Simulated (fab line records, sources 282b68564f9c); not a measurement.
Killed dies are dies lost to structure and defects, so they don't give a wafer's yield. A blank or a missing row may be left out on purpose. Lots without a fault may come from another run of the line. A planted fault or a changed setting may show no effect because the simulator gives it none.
A struck lot beside a sound one | flow rit_cmos | 21 steps out of a route of 202
Sound: wafers L581.2, L581.5, L581.6. Struck: wafers L594.2, L594.3, L594.5. The cause comes at the end.
At each step with rows: each side's tool, then ch and its chambers, then its first start. Under that, the readings that differ: sound wafers | struck wafers | difference of the means | sigmas: that difference in standard deviations of wafers without a fault.
alike: readings whose means differ by less than 2 such deviations, and words and numbers that are the same on both sides. not compared: withheld readings, readings that some wafer has no value for, bounds like >300 that may hide the same value, and numbers for which the record gives no deviation and whose values overlap.
The two part at a step that has a row with sigmas, a row that says differs or no value, or rows on one side only. Numbers that don't overlap but have no deviation are shown without sigmas and don't part them. A reading that every wafer of one side lacks parts them only if that side has two wafers or more.

first, 3 steps without rows for these wafers: RIT_GATE_CLEAN_02 (cleans in dHF, time 30 s); RIT_GATE_CLEAN_03 (cleans in SC2, time 600 s); RIT_GATE_CLEAN_04 (cleans in dHF, time 60 s).
RIT_FOX2_THK_MEAS_91:
  sound on film_metro-04, day 3 00:50; struck on film_metro-03, day 5 17:43
  alike: FIELD_OXIDE_LEFT_2_THK
then, 2 steps without rows for these wafers: RIT_GATE_OXIDATION_05 (target thk 3 nm, ox time 270 s); RIT_GATE_ANNEAL_06 (time 600 s).
RIT_GATE_THK_MEAS_07:
  sound on film_metro-02, day 3 03:01; struck on film_metro-03, day 5 20:04
  reading             | sound          | struck         | difference | sigmas
  GATE_OXIDE_THK (nm) | 3.10 3.07 3.07 | 2.93 3.00 2.87 | -0.15      | -2
then, 1 step without rows for these wafers: RIT_GATE_CVD_08 (deposits poly-Si from SiH4, target thk 250 nm, time 2220 s).
RIT_GATE_THK_MEAS_09:
  sound on film_metro-02, day 3 04:42; struck on film_metro-02, day 5 22:32
  reading            | sound             | struck            | difference | sigmas
  GATE_POLY_THK (nm) | 253.6 253.2 254.5 | 249.5 247.9 249.0 | -5.0       | -2
then, 3 steps without rows for these wafers: RIT_GATE_HMDS_10 (prime time 60 s); RIT_GATE_COAT_11 (resist thk 850 nm); RIT_GATE_SOFTBAKE_12 (time 60 s).
RIT_GATE_EXPOSE_13: exposes mask M6, target cd 150 nm.
  sound on iline_stepper-02 ch 0, day 3 05:14; struck on iline_stepper-02 ch 0, day 5 23:11
  reading              | sound             | struck            | difference | sigmas
  exposure_dose_mJ_cm2 | 380.3 380.2 379.8 | 302.8 302.7 302.9 | -77.3      | -99 or more
  alike: mask
then, 2 steps without rows for these wafers: RIT_GATE_PEB_14; RIT_GATE_DEVELOP_15 (develop time 50 s).
RIT_GATE_CD_MEAS_16: target cd 150 nm.
  sound on cd_sem-02, day 3 05:38; struck on cd_sem-01, day 5 23:35
  reading    | sound             | struck            | difference | sigmas
  cd_nm (nm) | 151.2 148.4 151.4 | 265.3 266.2 265.6 | +115.4     | +50
RIT_GATE_OVL_MEAS_17:
  sound on overlay-02, day 3 05:44; struck on overlay-01, day 5 23:42
  alike: GATE_OVL
then, 1 step without rows for these wafers: RIT_GATE_HARDBAKE_18 (time 60 s).
RIT_GATE_ETCH_19: etches poly-Si in SF6/CHF3/O2, stops on SiO2, time 165 s, target depth 312.5 nm.
  sound on rie_si-02 ch 0,3, day 3 05:55; struck on rie_si-01 ch 2,3, day 5 23:53
  reading               | sound             | struck          | difference | sigmas
  model.GATE.cd_nm (nm) | 151.4 148.5 151.2 | 265.7 266.2 266 | +115.6     |
  alike: drypump_motor_current_A, oes_product_au, throttle_valve_pct
  not compared: rf_hours_counter_h
RIT_GATE_STRIP_20: strips in O2, time 180 s.
  sound on plasma_asher-03 ch 0,1, day 3 06:02; struck on plasma_asher-03 ch 0,1, day 5 23:59
  alike: drypump_motor_current_A
  not compared: rf_hours_counter_h
RIT_M1_PROBE_99:
  sound on prober-02, day 4 04:05; struck on prober-01, day 6 20:47
  reading             | sound  | struck      | difference | sigmas
  killed_at_front_end | 6 14 5 | 264 264 264 | +256       | +85
  killed_dies         | 6 14 5 | 264 264 264 | +256       | +82
  killed_on_rim       | 2 4 1  | 70 70 70    | +68        | +45
  alike: killed_at_contacts, killed_open, killed_short

WHERE THEY PART
First at RIT_GATE_THK_MEAS_07; last, within this record, at RIT_M1_PROBE_99.

WHY: what the simulator had put in
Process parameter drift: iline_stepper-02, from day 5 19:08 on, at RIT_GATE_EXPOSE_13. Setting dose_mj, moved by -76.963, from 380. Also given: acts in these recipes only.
